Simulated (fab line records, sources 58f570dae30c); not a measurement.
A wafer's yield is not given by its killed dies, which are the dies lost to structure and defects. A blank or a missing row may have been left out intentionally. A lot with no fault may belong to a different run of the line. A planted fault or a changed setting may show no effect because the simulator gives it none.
fab line records	flow berkeley-cmos170	part 1 of 2: steps 1 to 27 of 38
record: lots: 5	wafers: 15	last-day: 11
route steps=331 shown PLDD@155 NLDD@158 SPACER@171 PSD@175 NSD@187
lots that met no fault: from a run of the same line without faults
start-h: hours from the record's first day to the start of the lot's first wafer shown	wait-h: time in hours since the lot's previous step	" as in the row above	L1.1+2: a single row standing in for several wafers	- no value present, or no start provided	* or withheld: withheld	< > ~ a bound
route shown NAME@n: names a module that has steps shown in the file, with the first one's number in the route	usual: mean/standard deviation taken from wafers without a fault	same: alike in all rows	chamber/n: place in a boat	sites: the reading at each site	_std_site: the values' standard deviation	_edge_site: the outer-site mean with the inner-site mean subtracted	radius-mm: how far each site lies from the wafer's centre	mask NAME#n: copy n	behind: the most recent tool/chamber to have shaped the wafer	hold: why the lot was held/for how many hours/how that ended	device: the transistor (n, p or np) that didn't switch	end of line: at the end of the route, the tests of the same wafers	step lacking rows: just its recipe	killed: count of dies lost to structure and defects at first sort (not the wafer's yield)	map: a wafer's dies, marking killed ones x, the rest . and places with no die _
set.NAME: the run value of the setting; set.NAME@STEP: its run value at that earlier step	model.NAME: the simulator's own value behind a step, which no gauge read
a table for each step, a row for each wafer; lots at some steps of the route
services: when a tool's chamber went out of use (start-h, in hours from the record's first day, below 0 if earlier), for how many hours, and the reason
== steps ==
step: UCB170_PLDD_STRIP_10
recipe: chemistry: O2	power-w: 400	pressure-mtorr: 3500	platen-temp-c: withheld	o2-flow-sccm: 400	overash-fraction: 0.5
usual: drypump-motor-current-A: 5.6/0.57	oes-product-au: 0.734/0.005	strip-time-to-endpoint-s: 21.60/0.079
lot.wafer	tool	chamber	start-h	wait-h	drypump-motor-current-A	oes-product-au	rf-hours-counter-h	strip-time-to-endpoint-s
L074.4	plasma-asher-01	1	151.84	0.1	6.0	0.739	-	21.51
L074.5	"	1	"	"	6.0	0.737	-	21.57
L074.6	"	0	"	"	6.5	0.727	-	21.60
L078.3	plasma-asher-02	0	166.09	0.1	5.6	0.725	-	21.52
L078.4	"	1	"	"	4.7	0.740	-	21.60
L078.5	"	1	"	"	4.7	0.735	-	21.58
L084.2	plasma-asher-04	1	193.11	0.1	6.2	0.737	51	21.69
L084.3	"	0	"	"	5.8	0.732	-	21.69
L084.5	"	0	"	"	5.7	0.727	-	21.77
L088.2	plasma-asher-02	0	222.01	0.1	5.6	0.744	11	21.45
L088.3	"	1	"	"	4.8	0.739	-	21.53
L088.4	"	0	"	"	5.5	0.730	-	21.52
L091.1	plasma-asher-04	1	229.00	0.1	6.1	0.729	55	21.75
L091.3	"	0	"	"	5.7	0.737	-	21.72
L091.6	"	0	"	"	5.7	0.728	-	21.75
step: UCB170_PLDD_TW_MEAS_11
usual: PLDD_TW: 1006/9.5
lot.wafer	tool	chamber	start-h	wait-h	PLDD_TW
L074.4	film-metro-03	-	151.94	0.1	1016
L074.5	"	-	"	"	1012
L074.6	"	-	"	"	1014
L078.3	film-metro-03	-	166.17	0.1	1020
L078.4	"	-	"	"	1014
L078.5	"	-	"	"	1015
L084.2	film-metro-03	-	193.22	0.1	1017
L084.3	"	-	"	"	1014
L084.5	"	-	"	"	1014
L088.2	film-metro-01	-	222.12	0.1	1005
L088.3	"	-	"	"	1005
L088.4	"	-	"	"	1010
L091.1	film-metro-04	-	229.10	0.1	992
L091.3	"	-	"	"	991
L091.6	"	-	"	"	996
step: UCB170_PLDD_CLEAN_12
recipe: chemistry: SPM	temp-c: 120	time-s: 600
lot.wafer	tool	chamber	start-h	wait-h
L074.4+5+6	wet-bench-03	1	151.97	0.0
L078.3+4+5	wet-bench-01	3	166.21	0.0
L084.2+3+5	wet-bench-03	1	193.27	0.0
L088.2+3+4	wet-bench-01	0	222.17	0.0
L091.1+3+6	wet-bench-01	0	229.16	0.1
step: UCB170_NLDD_HMDS_00
recipe: prime-time-s: 60	prime-temp-c: 100
usual: exhaust-pa: 45.2/0.83
lot.wafer	tool	chamber	start-h	wait-h	exhaust-pa
L074.4	litho-track-03	0	152.26	0.1	44.8
L074.5	"	0	"	"	43.7
L074.6	"	0	"	"	43.8
L078.3	litho-track-04	0	166.65	0.3	44.9
L078.4	"	0	"	"	45.9
L078.5	"	0	"	"	45.5
L084.2	litho-track-04	0	194.08	0.6	45.1
L084.3	"	0	"	"	46.4
L084.5	"	0	"	"	45.7
L088.2	litho-track-03	0	222.91	0.6	44.8
L088.3	"	0	"	"	45.5
L088.4	"	0	"	"	44.7
L091.1	litho-track-04	0	229.34	0.0	46.0
L091.3	"	0	"	"	45.1
L091.6	"	0	"	"	44.5
step: UCB170_NLDD_COAT_01
recipe: resist: KrF	spin-rpm: 1500	resist-thk-nm: 900
usual: exhaust-pa: 45.2/0.87
lot.wafer	tool	chamber	start-h	wait-h	exhaust-pa
L074.4	litho-track-03	0	152.41	0.1	44.0
L074.5	"	0	"	"	43.2
L074.6	"	0	"	"	44.7
L078.3	litho-track-04	0	166.80	0.1	47.2
L078.4	"	0	"	"	47.1
L078.5	"	0	"	"	45.3
L084.2	litho-track-04	0	194.23	0.1	45.9
L084.3	"	0	"	"	45.2
L084.5	"	0	"	"	46.1
L088.2	litho-track-03	0	223.06	0.1	45.8
L088.3	"	0	"	"	44.9
L088.4	"	0	"	"	44.8
L091.1	litho-track-04	0	229.49	0.1	45.1
L091.3	"	0	"	"	45.6
L091.6	"	0	"	"	45.2
step: UCB170_NLDD_SOFTBAKE_02
recipe: resist: KrF	temp-c: 130	time-s: 60
usual: exhaust-pa: 45.2/0.93
lot.wafer	tool	chamber	start-h	wait-h	exhaust-pa
L074.4	litho-track-03	0	152.56	0.1	46.0
L074.5	"	0	"	"	45.9
L074.6	"	0	"	"	44.9
L078.3	litho-track-04	0	166.95	0.1	45.7
L078.4	"	0	"	"	44.7
L078.5	"	0	"	"	45.6
L084.2	litho-track-04	0	194.38	0.1	45.3
L084.3	"	0	"	"	44.4
L084.5	"	0	"	"	43.7
L088.2	litho-track-03	0	223.21	0.1	44.7
L088.3	"	0	"	"	45.7
L088.4	"	0	"	"	45.8
L091.1	litho-track-04	0	229.64	0.1	44.2
L091.3	"	0	"	"	43.8
L091.6	"	0	"	"	44.2
step: UCB170_NLDD_EXPOSE_03
recipe: mask-id: NSELECT	na: 0.5	sigma-outer: 0.6	source-shape: conventional	target-cd-nm: 1200	dose-mj: 30
lot.wafer	tool	chamber	start-h	wait-h	mask
L074.4+5+6	krf-scanner-01	0	152.82	0.2	NSELECT#0
L078.3+4+5	krf-scanner-01	0	167.09	0.1	NSELECT#0
L084.2+3+5	krf-scanner-01	0	195.33	0.9	NSELECT#0
L088.2+3+4	krf-scanner-02	0	223.48	0.2	NSELECT#0
L091.1+3+6	krf-scanner-02	0	229.79	0.1	NSELECT#0
step: UCB170_NLDD_PEB_04
recipe: peb-temp-c: 130	peb-time-s: withheld	resist: KrF
usual: exhaust-pa: 45.3/0.83
lot.wafer	tool	chamber	start-h	wait-h	exhaust-pa
L074.4	litho-track-03	0	152.96	0.1	44.4
L074.5	"	0	"	"	43.5
L074.6	"	0	"	"	43.5
L078.3	litho-track-03	0	168.06	1.0	43.3
L078.4	"	0	"	"	44.5
L078.5	"	0	"	"	44.6
L084.2	litho-track-04	0	195.88	0.5	45.9
L084.3	"	0	"	"	46.7
L084.5	"	0	"	"	44.8
L088.2	litho-track-03	0	223.81	0.3	43.6
L088.3	"	0	"	"	44.5
L088.4	"	0	"	"	43.9
L091.1	litho-track-04	0	230.24	0.4	46.5
L091.3	"	0	"	"	45.4
L091.6	"	0	"	"	45.3
step: UCB170_NLDD_DEVELOP_05
recipe: developer: TMAH	develop-time-s: 45	resist: KrF	dev-temp-c: 21
usual: exhaust-pa: 44.8/0.89
lot.wafer	tool	chamber	start-h	wait-h	exhaust-pa
L074.4	litho-track-03	0	-	-	43.9
L074.5	"	0	"	"	45.1
L074.6	"	0	"	"	44.4
L078.3	litho-track-03	0	-	-	45.5
L078.4	"	0	"	"	44.0
L078.5	"	0	"	"	45.0
L084.2	litho-track-04	0	-	-	44.1
L084.3	"	0	"	"	45.1
L084.5	"	0	"	"	42.9
L088.2	litho-track-03	0	-	-	44.0
L088.3	"	0	"	"	44.6
L088.4	"	0	"	"	45.1
L091.1	litho-track-04	0	-	-	44.2
L091.3	"	0	"	"	44.7
L091.6	"	0	"	"	44.0
step: UCB170_NLDD_CD_MEAS_06
recipe: target-cd-nm: 1200
usual: cd-nm: 1199.8/1.6
lot.wafer	tool	chamber	start-h	wait-h	cd-nm
L074.4	cd-sem-01	-	153.22	-	1200.4
L074.5	"	-	"	"	1199.3
L074.6	"	-	"	"	1199.2
L078.3	cd-sem-02	-	168.32	-	1200.4
L078.4	"	-	"	"	1201.2
L078.5	"	-	"	"	1199.8
L084.2	cd-sem-02	-	196.15	-	1198.9
L084.3	"	-	"	"	1200.2
L084.5	"	-	"	"	1198.9
L088.2	cd-sem-01	-	224.08	-	1200.5
L088.3	"	-	"	"	1199.7
L088.4	"	-	"	"	1199.8
L091.1	cd-sem-02	-	230.51	-	1200.3
L091.3	"	-	"	"	1201.0
L091.6	"	-	"	"	1200.4
step: UCB170_NLDD_OVL_MEAS_07
usual: NLDD_OVL: 2/4.9
lot.wafer	tool	chamber	start-h	wait-h	NLDD_OVL[nm]
L074.4	overlay-01	-	153.29	0.1	-1
L074.5	"	-	"	"	2
L074.6	"	-	"	"	0
L078.3	overlay-02	-	168.41	0.1	0
L078.4	"	-	"	"	0
L078.5	"	-	"	"	-1
L084.2	overlay-01	-	196.26	0.1	-1
L084.3	"	-	"	"	-1
L084.5	"	-	"	"	4
L088.2	overlay-02	-	224.18	0.1	-3
L088.3	"	-	"	"	0
L088.4	"	-	"	"	-2
L091.1	overlay-01	-	230.63	0.1	4
L091.3	"	-	"	"	2
L091.6	"	-	"	"	0
step: UCB170_NLDD_IMPLANT_08
recipe: species: As	dose-cm2: 5e+13	energy-kev: 30	tilt-deg: 7	rotation-deg: 0
lot.wafer	tool	chamber	start-h	wait-h
L074.4+5+6	implanter-02	0	153.39	0.1
L078.3+4+5	implanter-04	0	168.49	0.1
L084.2+3+5	implanter-04	0	196.32	0.0
L088.2+3+4	implanter-01	0	224.24	0.0
L091.1+3+6	implanter-04	0	230.67	0.0
step: UCB170_NLDD_IMPLANT_09
recipe: species: As	dose-cm2: 5e+13	energy-kev: 30	tilt-deg: 7	rotation-deg: 180
lot.wafer	tool	chamber	start-h	wait-h
L074.4+5+6	implanter-02	0	153.54	0.1
L078.3+4+5	implanter-04	0	168.64	0.1
L084.2+3+5	implanter-04	0	196.47	0.1
L088.2+3+4	implanter-01	0	224.39	0.1
L091.1+3+6	implanter-04	0	230.82	0.1
step: UCB170_NLDD_STRIP_10
recipe: chemistry: O2	power-w: 400	pressure-mtorr: 3500	platen-temp-c: withheld	o2-flow-sccm: 400	overash-fraction: 0.5
usual: drypump-motor-current-A: 6.0/0.38	oes-product-au: 0.735/0.0051	strip-time-to-endpoint-s: 21.64/0.068
lot.wafer	tool	chamber	start-h	wait-h	drypump-motor-current-A	oes-product-au	rf-hours-counter-h	strip-time-to-endpoint-s
L074.4	plasma-asher-04	1	153.64	0.1	6.1	0.730	-	21.59
L074.5	"	0	"	"	5.7	0.736	-	21.52
L074.6	"	1	"	"	6.1	0.741	-	21.55
L078.3	plasma-asher-03	0	168.77	0.1	5.1	0.729	-	21.66
L078.4	"	1	"	"	5.8	0.730	-	21.61
L078.5	"	1	"	"	5.8	0.732	-	21.59
L084.2	plasma-asher-01	1	196.59	0.1	6.0	0.730	38	21.62
L084.3	"	1	"	"	6.0	0.731	-	21.72
L084.5	"	0	"	"	6.5	0.731	-	21.71
L088.2	plasma-asher-04	0	224.51	0.1	5.7	0.731	54	21.77
L088.3	"	0	"	"	5.8	0.735	-	21.69
L088.4	"	1	"	"	6.1	0.733	-	21.76
L091.1	plasma-asher-04	1	230.97	0.1	6.1	0.736	55	21.74
L091.3	"	0	"	"	5.7	0.735	-	21.71
L091.6	"	0	"	"	5.7	0.740	-	21.72
step: UCB170_NLDD_TW_MEAS_11
usual: NLDD_TW: 2202/18
lot.wafer	tool	chamber	start-h	wait-h	NLDD_TW
L074.4	film-metro-04	-	153.74	0.1	2180
L074.5	"	-	"	"	2185
L074.6	"	-	"	"	2181
L078.3	film-metro-01	-	168.86	0.1	2201
L078.4	"	-	"	"	2206
L078.5	"	-	"	"	2188
L084.2	film-metro-04	-	196.70	0.1	2198
L084.3	"	-	"	"	2190
L084.5	"	-	"	"	2186
L088.2	film-metro-03	-	224.62	0.1	2229
L088.3	"	-	"	"	2218
L088.4	"	-	"	"	2221
L091.1	film-metro-03	-	231.07	0.1	2217
L091.3	"	-	"	"	2214
L091.6	"	-	"	"	2219
step: UCB170_NLDD_CLEAN_12
recipe: chemistry: SPM	temp-c: 120	time-s: 600
lot.wafer	tool	chamber	start-h	wait-h
L074.4+5+6	wet-bench-03	0	153.77	0.0
L078.3+4+5	wet-bench-03	2	168.90	0.0
L084.2+3+5	wet-bench-01	0	196.92	0.2
L088.2+3+4	wet-bench-01	2	226.22	1.6
L091.1+3+6	wet-bench-04	2	231.13	0.1
step: UCB170_SPACER_CVD_00
recipe: material: SiO2	target-thk-nm: 376	temp-c: 390	precursor: TEOS/O2	time-s: 47	rf-w: 550	pressure-mtorr: 9000
usual: heater-power-w: 275/56	rf-fwd-power-W: 544.3/2.5	susceptor-temp-C: 389.99/0.21
lot.wafer	tool	chamber	start-h	wait-h	heater-power-w	rf-fwd-power-W	susceptor-temp-C
L074.4	pecvd-02	0	153.97	0.0	315	544.7	390.06
L074.5	"	1	"	"	306	543.3	390.17
L074.6	"	2	"	"	311	546.8	390.09
L078.3	pecvd-03	0	169.07	0.0	302	548.2	389.66
L078.4	"	1	"	"	205	544.9	390.09
L078.5	"	2	"	"	192	543.5	389.83
L084.2	pecvd-03	1	197.10	0.0	236	546.3	389.89
L084.3	"	0	"	"	225	543.8	390.04
L084.5	"	0	"	"	246	545.3	390.05
L088.2	pecvd-03	1	226.39	0.0	188	545.9	390.05
L088.3	"	2	"	"	190	547.0	389.96
L088.4	"	1	"	"	201	546.4	389.51
L091.1	pecvd-02	2	231.30	0.0	230	541.1	390.06
L091.3	"	0	"	"	356	545.6	390.35
L091.6	"	1	"	"	323	544.4	389.89
step: UCB170_SPACER_THK_MEAS_01
recipe: reads: SiO2_of_SPACER_CVD_00
usual: SPACER_TEOS_THK: 376/6
lot.wafer	tool	chamber	start-h	wait-h	SPACER_TEOS_THK[nm]
L074.4	film-metro-02	-	154.02	0.0	388
L074.5	"	-	"	"	375
L074.6	"	-	"	"	374
L078.3	film-metro-04	-	169.14	0.0	373
L078.4	"	-	"	"	379
L078.5	"	-	"	"	373
L084.2	film-metro-01	-	197.15	0.0	375
L084.3	"	-	"	"	373
L084.5	"	-	"	"	379
L088.2	film-metro-04	-	226.45	0.0	377
L088.3	"	-	"	"	369
L088.4	"	-	"	"	376
L091.1	film-metro-02	-	231.34	0.0	366
L091.3	"	-	"	"	377
L091.6	"	-	"	"	373
step: UCB170_SPACER_ANNEAL_02
recipe: temp-c: 900	time-s: 1800	ambient: N2
usual: spike-tc-source-C: 925.4/1.9
lot.wafer	tool	chamber	start-h	wait-h	spike-tc-source-C
L074.4	furnace-01	0	157.60	3.6	924.0
L074.5	"	0	"	"	923.6
L074.6	"	0	"	"	924.8
L078.3	furnace-02	0	172.23	3.1	927.5
L078.4	"	0	"	"	927.8
L078.5	"	0	"	"	928.5
L084.2	furnace-01	0	198.52	1.4	924.6
L084.3	"	0	"	"	924.9
L084.5	"	0	"	"	924.8
L088.2	furnace-02	0	230.31	3.9	924.8
L088.3	"	0	"	"	926.8
L088.4	"	0	"	"	928.3
L091.1	furnace-02	0	235.91	4.6	926.5
L091.3	"	0	"	"	927.7
L091.6	"	0	"	"	927.6
step: UCB170_SPACER_ETCHBACK_03
recipe: stop-on: Si	target: SiO2	chemistry: CHF3/CF4/Ar	CHF3_flow_sccm: 50	cf4-flow-sccm: 10	Ar_flow_sccm: 120	pressure-mtorr: 200	rf-w: 500	target-depth-a: 3760	time-s: 100
usual: drypump-motor-current-A: 5.8/0.37	mfc-ar-sccm: 120.0/0.34	oes-product-au: 0.902/0.02	rf-fwd-power-W: 496.8/2	throttle-valve-pct: 6.49/0.1
lot.wafer	tool	chamber	start-h	wait-h	drypump-motor-current-A	mfc-ar-sccm	oes-product-au	rf-fwd-power-W	rf-hours-counter-h	throttle-valve-pct
L074.4	rie-diel-03	0	159.10	0.0	5.9	120.3	0.956	499.9	102	6.49
L074.5	"	0	"	"	5.9	120.0	0.921	498.4	-	6.49
L074.6	"	3	"	"	6.0	119.8	0.864	494.3	-	6.57
L078.3	rie-diel-04	0	173.73	0.0	6.1	120.2	0.903	496.7	48	6.50
L078.4	"	2	"	"	5.6	119.4	0.908	498.8	68	6.38
L078.5	"	1	"	"	6.3	120.2	0.895	495.2	-	6.54
L084.2	rie-diel-01	1	200.09	0.1	5.2	119.9	0.875	498.3	73	6.30
L084.3	"	0	"	"	5.7	119.1	0.881	497.8	2	6.62
L084.5	"	2	"	"	5.7	120.2	0.909	497.2	-	6.53
L088.2	rie-diel-04	1	231.81	0.0	6.4	119.9	0.907	497.0	5	6.55
L088.3	"	2	"	"	5.6	120.1	0.884	498.9	70	6.36
L088.4	"	0	"	"	6.1	119.7	0.903	497.2	51	6.50
L091.1	rie-diel-01	1	237.41	0.0	5.1	120.6	0.859	495.2	75	6.30
L091.3	"	2	"	"	5.7	119.9	0.905	495.9	17	6.51
L091.6	"	2	"	"	5.7	120.1	0.879	495.2	-	6.52
step: UCB170_PSD_HMDS_00
recipe: prime-time-s: 60	prime-temp-c: 100
usual: exhaust-pa: 44.7/0.84
lot.wafer	tool	chamber	start-h	wait-h	exhaust-pa
L074.4	litho-track-02	0	159.59	0.4	43.6
L074.5	"	0	"	"	45.5
L074.6	"	0	"	"	43.0
L078.3	litho-track-02	0	174.06	0.3	43.7
L078.4	"	0	"	"	45.1
L078.5	"	0	"	"	43.4
L084.2	litho-track-01	0	200.57	0.4	44.7
L084.3	"	0	"	"	44.5
L084.5	"	0	"	"	45.2
L088.2	litho-track-04	0	231.90	0.1	45.1
L088.3	"	0	"	"	45.7
L088.4	"	0	"	"	45.4
L091.1	litho-track-02	0	237.48	0.0	45.4
L091.3	"	0	"	"	44.3
L091.6	"	0	"	"	43.8
step: UCB170_PSD_COAT_01
recipe: resist: KrF	spin-rpm: 1500	resist-thk-nm: 900
usual: exhaust-pa: 45.1/0.77
lot.wafer	tool	chamber	start-h	wait-h	exhaust-pa
L074.4	litho-track-02	0	159.74	0.1	45.5
L074.5	"	0	"	"	45.0
L074.6	"	0	"	"	45.4
L078.3	litho-track-02	0	174.21	0.1	44.8
L078.4	"	0	"	"	44.4
L078.5	"	0	"	"	44.9
L084.2	litho-track-01	0	200.72	0.1	44.4
L084.3	"	0	"	"	44.5
L084.5	"	0	"	"	44.4
L088.2	litho-track-04	0	232.05	0.1	45.7
L088.3	"	0	"	"	45.4
L088.4	"	0	"	"	44.2
L091.1	litho-track-02	0	237.63	0.1	45.7
L091.3	"	0	"	"	44.8
L091.6	"	0	"	"	45.1
step: UCB170_PSD_SOFTBAKE_02
recipe: resist: KrF	temp-c: 130	time-s: 60
usual: exhaust-pa: 44.7/0.85
lot.wafer	tool	chamber	start-h	wait-h	exhaust-pa
L074.4	litho-track-02	0	159.89	0.1	45.4
L074.5	"	0	"	"	44.4
L074.6	"	0	"	"	44.9
L078.3	litho-track-02	0	174.36	0.1	45.2
L078.4	"	0	"	"	43.7
L078.5	"	0	"	"	45.1
L084.2	litho-track-01	0	200.87	0.1	44.8
L084.3	"	0	"	"	44.3
L084.5	"	0	"	"	43.8
L088.2	litho-track-04	0	232.20	0.1	44.1
L088.3	"	0	"	"	43.4
L088.4	"	0	"	"	43.4
L091.1	litho-track-02	0	237.78	0.1	45.0
L091.3	"	0	"	"	44.7
L091.6	"	0	"	"	43.9
step: UCB170_PSD_EXPOSE_03
recipe: mask-id: PSELECT_MOD	na: 0.5	sigma-outer: 0.6	source-shape: conventional	target-cd-nm: 1200	dose-mj: 30
lot.wafer	tool	chamber	start-h	wait-h	mask
L074.4+5+6	krf-scanner-01	0	160.18	0.3	PSELECT_MOD#0
L078.3+4+5	krf-scanner-02	0	174.63	0.2	PSELECT_MOD#0
L084.2+3+5	krf-scanner-02	0	201.16	0.3	PSELECT_MOD#0
L088.2+3+4	krf-scanner-01	0	232.47	0.2	PSELECT_MOD#0
L091.1+3+6	krf-scanner-01	0	237.93	0.1	PSELECT_MOD#0
step: UCB170_PSD_PEB_04
recipe: peb-temp-c: 128.9	peb-time-s: withheld	resist: KrF
usual: exhaust-pa: 45.3/0.8
lot.wafer	tool	chamber	start-h	wait-h	exhaust-pa
L074.4	litho-track-02	0	160.76	0.6	45.6
L074.5	"	0	"	"	44.0
L074.6	"	0	"	"	45.8
L078.3	litho-track-04	0	174.80	0.2	45.9
L078.4	"	0	"	"	45.9
L078.5	"	0	"	"	45.4
L084.2	litho-track-04	0	201.93	0.7	44.3
L084.3	"	0	"	"	45.2
L084.5	"	0	"	"	45.6
L088.2	litho-track-04	0	232.59	0.1	45.5
L088.3	"	0	"	"	46.1
L088.4	"	0	"	"	44.7
L091.1	litho-track-01	0	238.04	0.1	45.3
L091.3	"	0	"	"	45.7
L091.6	"	0	"	"	44.9
step: UCB170_PSD_DEVELOP_05
recipe: developer: TMAH	develop-time-s: 45	resist: KrF	dev-temp-c: 21
usual: exhaust-pa: 45.1/0.96
lot.wafer	tool	chamber	start-h	wait-h	exhaust-pa
L074.4	litho-track-02	0	-	-	45.3
L074.5	"	0	"	"	45.0
L074.6	"	0	"	"	46.0
L078.3	litho-track-04	0	-	-	46.2
L078.4	"	0	"	"	45.2
L078.5	"	0	"	"	45.4
L084.2	litho-track-04	0	-	-	45.1
L084.3	"	0	"	"	45.5
L084.5	"	0	"	"	46.2
L088.2	litho-track-04	0	-	-	44.7
L088.3	"	0	"	"	44.8
L088.4	"	0	"	"	45.5
L091.1	litho-track-01	0	-	-	44.6
L091.3	"	0	"	"	45.3
L091.6	"	0	"	"	45.9
step: UCB170_PSD_CD_MEAS_06
recipe: target-cd-nm: 1200
usual: cd-nm: 1199.9/1.4
lot.wafer	tool	chamber	start-h	wait-h	cd-nm
L074.4	cd-sem-02	-	161.02	-	1200.6
L074.5	"	-	"	"	1200.9
L074.6	"	-	"	"	1202.4
L078.3	cd-sem-02	-	175.23	-	1201.0
L078.4	"	-	"	"	1202.1
L078.5	"	-	"	"	1201.9
L084.2	cd-sem-02	-	202.20	-	1199.3
L084.3	"	-	"	"	1201.3
L084.5	"	-	"	"	1201.2
L088.2	cd-sem-01	-	232.86	-	1201.3
L088.3	"	-	"	"	1201.1
L088.4	"	-	"	"	1200.9
L091.1	cd-sem-01	-	238.32	-	1198.1
L091.3	"	-	"	"	1198.4
L091.6	"	-	"	"	1197.9
